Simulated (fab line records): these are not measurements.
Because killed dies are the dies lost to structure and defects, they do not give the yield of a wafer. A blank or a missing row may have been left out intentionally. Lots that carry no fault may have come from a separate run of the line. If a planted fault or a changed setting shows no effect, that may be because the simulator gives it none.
Chamber matching -- flow berkeley-cmos170 -- 4 sister chambers for UCB170_PWELL_ETCH_14 on rie-diel-04
The step etches Si3N4 in CH3F/Ar/O2, stops on SiO2, target depth 242 nm, time 151 s. 14 wafers are shown with their chamber, then 7 later ones without.

## WAFERS, EACH WITH ITS CHAMBER
wafer,chamber,drypump-motor-current-A (A),throttle-valve-pct (%),CH3F_flow_sccm (sccm)
L765.2,2,4.7,7.98,19.99
L765.3,3,5.9,8.01,19.94
L765.5,2,4.7,7.98,19.90
L767.2,2,4.7,7.99,19.84
L767.4,3,5.9,8.03,20.00
L767.6,2,4.8,8.00,19.97
L768.1,0,6.3,8.31,20.15
L768.2,3,5.9,8.03,19.89
L768.3,1,5.8,7.79,19.95
L772.1,0,6.4,8.32,20.07
L772.4,1,5.8,7.80,19.99
L772.6,3,5.9,8.03,19.97
L779.1,1,5.8,7.82,19.94
L779.2,0,6.4,8.31,20.05

SIGNATURES, as means of the wafers listed above
reading,chamber 0,chamber 1,chamber 2,chamber 3,scatter within a chamber
drypump-motor-current-A,6.367,5.800,4.725,5.900,0.0376
throttle-valve-pct,8.3133,7.8033,7.9875,8.0250,0.0105
CH3F_flow_sccm,20.0900,19.9600,19.9250,19.9500,0.0526
Rule: a wafer's distance from a chamber is the root of the sum, over the readings, of the square of ((its reading less the chamber's mean) divided by the reading's scatter). If the next closest chamber is less than 2 further off than the closest, the wafer can't be placed; otherwise it belongs to the closest. The scatter is the square root of a quotient: the sum, over the shown wafers, of each reading's squared deviation from its chamber's mean, divided by wafers minus chambers.

## WAFERS WITH NO CHAMBER GIVEN
wafer,drypump-motor-current-A (A),throttle-valve-pct (%),CH3F_flow_sccm (sccm)
L779.3,4.7,8.00,20.01
L784.2,5.9,8.01,19.94
L784.3,4.7,7.99,19.98
L784.6,6.4,8.32,20.02
L786.2,5.9,8.01,20.05
L786.3,5.8,7.81,19.91
L786.4,4.7,8.00,20.03

## THE CHAMBER EACH PASSED THROUGH
wafer,from the rows above,in truth
L779.3,2,2
L784.2,3,3
L784.3,2,2
L784.6,0,0
L786.2,3,3
L786.3,1,1
L786.4,2,2
Placed correctly: 7 of 7. Can't be placed from these rows: 0. 0 placed wrongly.
